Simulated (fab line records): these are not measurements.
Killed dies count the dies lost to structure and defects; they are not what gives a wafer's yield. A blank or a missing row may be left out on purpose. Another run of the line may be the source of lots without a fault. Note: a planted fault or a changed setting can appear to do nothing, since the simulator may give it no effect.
fab line records | flow berkeleyCmos170
record lots=5 | wafers=15 | lastDay=11
route steps=331 shown ACTIVE@70 PFIELD@79 M3@331
lots untouched by any fault: they come from a run of this same line in which no faults occurred
startH: hours from the record's first day to the start of the lot's first wafer shown | waitH: time in hours since the lot's previous step | " identical to the entry in the row above | L1.1+2: a single row standing in for several wafers | - value missing, or start not given | * or withheld: withheld | < > ~ a bound
route shown NAME@n: names a module that has steps shown in the file, with the first one's number in the route | usual: mean/standard deviation of fault-free wafers | same: alike in all rows | chamber/n: place in a boat | sites: the reading at each site | _std_site: the values' standard deviation | _edge_site: mean of outer sites minus mean of inner sites | radiusMm: how far each site lies from the wafer's centre | mask NAME#n: copy n | behind: tool/chamber where the wafer was last shaped | hold: the reason the lot was held/the length of the hold in hours/how it ended | device: whichever transistor did not switch (one of n, p or np) | end of line: the same wafers' tests at the end of the route | a step without rows: its recipe alone | killed: not the wafer's yield, but the dies lost to structure and defects at the first sort | map: the dies of a wafer, with x for killed, . for not killed, _ for no die there
set.NAME: the setting as run; set.NAME@STEP: as run at that earlier step | model.NAME: the simulator's own value behind a step, which no gauge read
a table for each step, a row for each wafer; lots at some steps of the route
services: the hour from which a tool's chamber was out of use, counted from the record's first day as startH (under 0 if before that day), plus the number of hours and why
## steps
# step UCB170_ACTIVE_EXPOSE_10
# recipe maskId=ACTIVE | targetCdNm=1200 | na=0.5 | sigmaOuter=0.6 | sourceShape=conventional | doseMj=20
# step UCB170_ACTIVE_PEB_11
# recipe pebTempC=130 | pebTimeS=withheld | resist=KrF
# step UCB170_ACTIVE_DEVELOP_12
# recipe developer=TMAH | developTimeS=45 | resist=KrF | devTempC=21
# step UCB170_ACTIVE_CD_MEAS_13
# recipe targetCdNm=1200
# usual cdNm=1199.9/1.3
lot.wafer | tool     | chamber | startH | waitH | cdNm
L578.4    | cdSem-01 | -       | 73.43  | -     | 1200.3
L578.5    | "        | -       | "      | "     | 1200.9
L578.6    | "        | -       | "      | "     | 1200.2
L584.3    | cdSem-02 | -       | 108.65 | -     | 1201.1
L584.4    | "        | -       | "      | "     | 1201.8
L584.6    | "        | -       | "      | "     | 1199.7
L585.2    | cdSem-01 | -       | 121.02 | -     | 1198.4
L585.3    | "        | -       | "      | "     | 1197.7
L585.4    | "        | -       | "      | "     | 1199.2
L594.1    | cdSem-02 | -       | 151.41 | -     | 1202.6
L594.2    | "        | -       | "      | "     | 1201.8
L594.6    | "        | -       | "      | "     | 1202.1
L598.1    | cdSem-02 | -       | 169.40 | -     | 1200.9
L598.5    | "        | -       | "      | "     | 1199.7
L598.6    | "        | -       | "      | "     | 1198.5
# step UCB170_ACTIVE_OVL_MEAS_14
# usual ACTIVE_OVL=-2/4.7
lot.wafer | tool       | chamber | startH | waitH | ACTIVE_OVL[nm]
L578.4    | overlay-02 | -       | 73.50  | 0.1   | -7
L578.5    | "          | -       | "      | "     | -4
L578.6    | "          | -       | "      | "     | -4
L584.3    | overlay-02 | -       | 108.75 | 0.1   | -8
L584.4    | "          | -       | "      | "     | -5
L584.6    | "          | -       | "      | "     | -11
L585.2    | overlay-02 | -       | 121.13 | 0.1   | -1
L585.3    | "          | -       | "      | "     | -5
L585.4    | "          | -       | "      | "     | 3
L594.1    | overlay-02 | -       | 151.53 | 0.1   | -2
L594.2    | "          | -       | "      | "     | 0
L594.6    | "          | -       | "      | "     | 2
L598.1    | overlay-02 | -       | 169.52 | 0.1   | 2
L598.5    | "          | -       | "      | "     | 6
L598.6    | "          | -       | "      | "     | 3
# step UCB170_ACTIVE_ETCH_15
# recipe chemistry=CH3F/Ar/O2 | target=Si3N4 | stopOn=SiO2 | CH3F_flow_sccm=20 | Ar_flow_sccm=50 | O2_flow_sccm=7 | pressureMtorr=50 | rfW=450 | targetDepthA=2420 | overEtchFrac=0.1 | timeS=151
# usual drypumpMotorCurrentA=5.8/0.51 | oesProductAu=0.938/0.0086 | throttleValvePct=8.02/0.13
lot.wafer | tool       | chamber | startH | waitH | drypumpMotorCurrentA | oesProductAu | rfHoursCounterH | throttleValvePct
L578.4    | rieDiel-02 | 1       | 73.52  | 0.0   | 5.3                  | 0.919        | 142             | 7.85
L578.5    | "          | 2       | "      | "     | 6.7                  | 0.924        | -               | 8.03
L578.6    | "          | 3       | "      | "     | 4.9                  | 0.940        | -               | 8.11
L584.3    | rieDiel-03 | 1       | 108.77 | 0.0   | 6.0                  | 0.938        | 58              | 7.96
L584.4    | "          | 0       | "      | "     | 6.3                  | 0.944        | 18              | 7.83
L584.6    | "          | 0       | "      | "     | 6.3                  | 0.947        | -               | 7.84
L585.2    | rieDiel-04 | 1       | 121.16 | 0.0   | 5.5                  | 0.944        | 74              | 8.00
L585.3    | "          | 3       | "      | "     | 5.2                  | 0.949        | 19              | 7.96
L585.4    | "          | 0       | "      | "     | 5.4                  | 0.935        | 51              | 8.21
L594.1    | rieDiel-02 | 3       | 151.56 | 0.0   | 4.9                  | 0.945        | 40              | 8.11
L594.2    | "          | 1       | "      | "     | 5.3                  | 0.932        | 146             | 7.84
L594.6    | "          | 2       | "      | "     | 6.6                  | 0.937        | -               | 8.02
L598.1    | rieDiel-03 | 2       | 169.56 | 0.0   | 6.1                  | 0.935        | 7               | 8.23
L598.5    | "          | 3       | "      | "     | 6.1                  | 0.942        | -               | 8.07
L598.6    | "          | 0       | "      | "     | 6.3                  | 0.942        | -               | 7.83
# step UCB170_ACTIVE_STRIP_16
# recipe chemistry=O2 | powerW=400 | pressureMtorr=3500 | platenTempC=withheld | o2FlowSccm=400 | overashFraction=0.5
# usual drypumpMotorCurrentA=5.8/0.33 | oesProductAu=0.721/0.0047 | stripTimeToEndpointS=18.10/0.088
lot.wafer | tool           | chamber | startH | waitH | drypumpMotorCurrentA | oesProductAu | rfHoursCounterH | stripTimeToEndpointS
L578.4    | plasmaAsher-03 | 0       | 73.66  | 0.1   | 6.1                  | 0.720        | -               | 18.12
L578.5    | "              | 1       | "      | "     | 5.7                  | 0.712        | -               | 18.16
L578.6    | "              | 0       | "      | "     | 6.2                  | 0.724        | -               | 18.12
L584.3    | plasmaAsher-04 | 1       | 108.90 | 0.1   | 5.9                  | 0.724        | -               | 18.00
L584.4    | "              | 0       | "      | "     | 6.0                  | 0.721        | -               | 18.17
L584.6    | "              | 1       | "      | "     | 5.9                  | 0.721        | -               | 18.12
L585.2    | plasmaAsher-04 | 1       | 121.26 | 0.1   | 5.9                  | 0.714        | 43              | 18.01
L585.3    | "              | 0       | "      | "     | 6.0                  | 0.723        | -               | 18.09
L585.4    | "              | 1       | "      | "     | 5.8                  | 0.725        | -               | 18.08
L594.1    | plasmaAsher-03 | 0       | 151.66 | 0.1   | 6.1                  | 0.727        | 37              | 18.11
L594.2    | "              | 1       | "      | "     | 5.7                  | 0.723        | 37              | 18.21
L594.6    | "              | 1       | "      | "     | 5.7                  | 0.709        | -               | 18.21
L598.1    | plasmaAsher-03 | 0       | 169.66 | 0.1   | 6.2                  | 0.710        | 39              | 18.11
L598.5    | "              | 0       | "      | "     | 6.2                  | 0.724        | -               | 18.08
L598.6    | "              | 1       | "      | "     | 5.7                  | 0.721        | -               | 18.11
# step UCB170_ACTIVE_CD_MEAS_90
# recipe targetCdNm=1200
# usual cdNm=1199.8/1.3
lot.wafer | tool     | chamber | startH | waitH | cdNm
L578.4    | cdSem-01 | -       | 73.78  | 0.1   | 1200.0
L578.5    | "        | -       | "      | "     | 1200.4
L578.6    | "        | -       | "      | "     | 1200.0
L584.3    | cdSem-02 | -       | 109.01 | 0.1   | 1200.4
L584.4    | "        | -       | "      | "     | 1201.6
L584.6    | "        | -       | "      | "     | 1199.6
L585.2    | cdSem-01 | -       | 121.38 | 0.1   | 1198.5
L585.3    | "        | -       | "      | "     | 1197.3
L585.4    | "        | -       | "      | "     | 1199.4
L594.1    | cdSem-01 | -       | 151.76 | 0.1   | 1201.9
L594.2    | "        | -       | "      | "     | 1201.1
L594.6    | "        | -       | "      | "     | 1202.4
L598.1    | cdSem-01 | -       | 169.76 | 0.1   | 1200.9
L598.5    | "        | -       | "      | "     | 1199.6
L598.6    | "        | -       | "      | "     | 1198.9
# step UCB170_ACTIVE_CLEAN_17
# recipe chemistry=SPM | tempC=120 | timeS=600
# step UCB170_PFIELD_HMDS_00
# recipe primeTimeS=60 | primeTempC=100
# step UCB170_PFIELD_COAT_01
# recipe resist=KrF | spinRpm=1500 | resistThkNm=900
# step UCB170_PFIELD_SOFTBAKE_02
# recipe resist=KrF | tempC=130 | timeS=60
# step UCB170_PFIELD_EXPOSE_03
# recipe maskId=PFIELD | na=0.5 | sigmaOuter=0.6 | sourceShape=conventional | targetCdNm=1500 | doseMj=30
# same sigmaOuter=0.6
lot.wafer  | tool          | chamber | startH | waitH | mask
L578.4+5+6 | krfScanner-01 | 0       | 76.91  | -     | PFIELD#0
L584.3+4+6 | krfScanner-01 | 0       | 111.24 | 0.2   | PFIELD_R1#0
L585.2+3+4 | krfScanner-02 | 0       | 122.26 | 0.2   | PFIELD#0
L594.1+2+6 | krfScanner-02 | 0       | 153.31 | 0.2   | PFIELD#0
L598.1+5+6 | krfScanner-01 | 0       | 170.65 | 0.2   | PFIELD#0
# step UCB170_PFIELD_PEB_04
# recipe pebTempC=130 | pebTimeS=withheld | resist=KrF
# step UCB170_M3_PROBE_99
lot.wafer | tool      | chamber | startH | waitH | model.etest.isoPplusPwell.bvV | model.etest.isoPplusPwell.lateralLog10AUm
L578.4    | prober-02 | -       | 159.63 | 0.2   | 22.95                         | -8.457
L578.5    | prober-02 | -       | 159.68 | 0.2   | 23.02                         | -8.478
L578.6    | prober-02 | -       | 159.73 | 0.2   | 22.82                         | -8.463
L584.3    | prober-01 | -       | 195.64 | 0.2   | 17.29                         | -8.377
L584.4    | prober-01 | -       | 195.69 | 0.2   | 17.41                         | -8.347
L584.6    | prober-01 | -       | 195.79 | 0.2   | 17.78                         | -8.414
L585.2    | prober-02 | -       | 202.33 | 0.1   | 22.54                         | -8.412
L585.3    | prober-02 | -       | 202.38 | 0.2   | 24.16                         | -8.439
L585.4    | prober-02 | -       | 202.43 | 0.2   | 23.73                         | -8.477
L594.1    | prober-02 | -       | 240.30 | 0.1   | 22.8                          | -8.513
L594.2    | prober-02 | -       | 240.35 | 0.1   | 23.33                         | -8.462
L594.6    | prober-02 | -       | 240.55 | 0.2   | 22.45                         | -8.491
L598.1    | prober-02 | -       | 259.98 | 0.1   | 23.06                         | -8.507
L598.5    | prober-02 | -       | 260.18 | 0.2   | 23.06                         | -8.422
L598.6    | prober-02 | -       | 260.23 | 0.2   | 22.9                          | -8.356
# killed by level:class
L578.4 GATE:geometricParticle:open=1 V1:geometricParticle:open=1
L578.5
L578.6 SPACER:geometricParticle:short=2 V1:geometricParticle:short=1 V2:geometricParticle:open=1
L585.2 M2:geometricParticle:short=1
L585.3 GATE:geometricParticle:open=1 GATE:geometricParticle:short=1 CONTACT:geometricParticle:open=1 M1:geometricParticle:short=1 PLDD:coatMicrobubblePrinted=1 PWELL:areaEtch=1
L585.4 PLDD:coatMicrobubblePrinted=2 START:geometricParticle:open=1 WELLDRIVE:geometricParticle:open=1 SILICIDE:geometricParticle:open=1 V1:geometricParticle:open=1 V2:geometricParticle:short=1
L594.1 GATE:geometricParticle:short=2 WELLDRIVE:geometricParticle:open=1 SPACER:geometricParticle:open=1 SILICIDE:geometricParticle:short=1
L594.2 FIELD:geometricParticle:short=1 GATE:geometricParticle:short=1 GATE:geometricParticle:open=1 SPACER:geometricParticle:open=1 CONTACT:geometricParticle:short=1 M1:geometricParticle:short=1 NWELL:areaEtch=1 PWELL:areaEtch=1
L594.6 PWELL:areaEtch=5 FIELD:geometricParticle:short=1 V2:geometricParticle:open=1 ACTIVE:areaEtch=1
L598.1 SPACER:geometricParticle:open=1 SPACER:geometricParticle:short=1 SILICIDE:geometricParticle:short=1
L598.5 SPACER:geometricParticle:short=1 V1:geometricParticle:open=1 M2:geometricParticle:short=1 NWELL:areaEtch=1
L598.6 GATE:geometricParticle:short=1 GATE:geometricParticle:open=1 SPACER:geometricParticle:short=1
## services
tool           | chamber | startH | hours | kind
rieDiel-03     | 0       | 50.60  | 2.4   | repair
rieDiel-03     | 1       | 52.52  | 4.2   | repair
krfScanner-01  | -       | 56.30  | 13.0  | repair
krfScanner-01  | 0       | 60.75  | -     | calibration
krfScanner-02  | -       | 87.77  | 1.3   | pm
rieDiel-02     | 0       | 101.69 | 7.8   | repair
krfScanner-01  | -       | 102.01 | 1.0   | pm
plasmaAsher-03 | -       | 102.92 | 2.8   | pm
krfScanner-02  | -       | 108.36 | 0.8   | pm
krfScanner-02  | 0       | 116.33 | -     | calibration
krfScanner-02  | -       | 126.03 | 0.8   | pm
rieDiel-04     | 0       | 127.66 | 2.3   | repair
rieDiel-02     | 2       | 151.80 | 5.0   | repair
## key
firstSign step=UCB170_PFIELD_EXPOSE_03 | reading=mask | direction=changed
effect none on later readings
modelEffect step=UCB170_M3_PROBE_99 | value=etest.isoPplusPwell.bvV | without=23.48 | struck=17.49
metAt UCB170_PFIELD_EXPOSE_03
struckWafers L584.3,L584.4,L584.6
sortLeftOut L584.3,L584.4,L584.6
testerLeftOut L584
onsetBetween 76.91 111.24
fault kind=wrongMask | tool=any | chamber=- | onsetH=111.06 | steps=UCB170_PFIELD_EXPOSE_03 | auxCopy=PFIELD_R1#0 | cdOffsetNm=225 | scope=struckLotsOnly
# testerLeftOut: of these lots the tester's yield and bins aren't shown, on N5 and GAA mostly nor the transistor test; their killed dies are dies lost to structure and defects alone, not to doping, threshold or leakage, so they don't give the yield
# sortLeftOut: the simulated sort isn't trusted on such a fault, so these wafers' sort isn't shown, and their yield isn't known
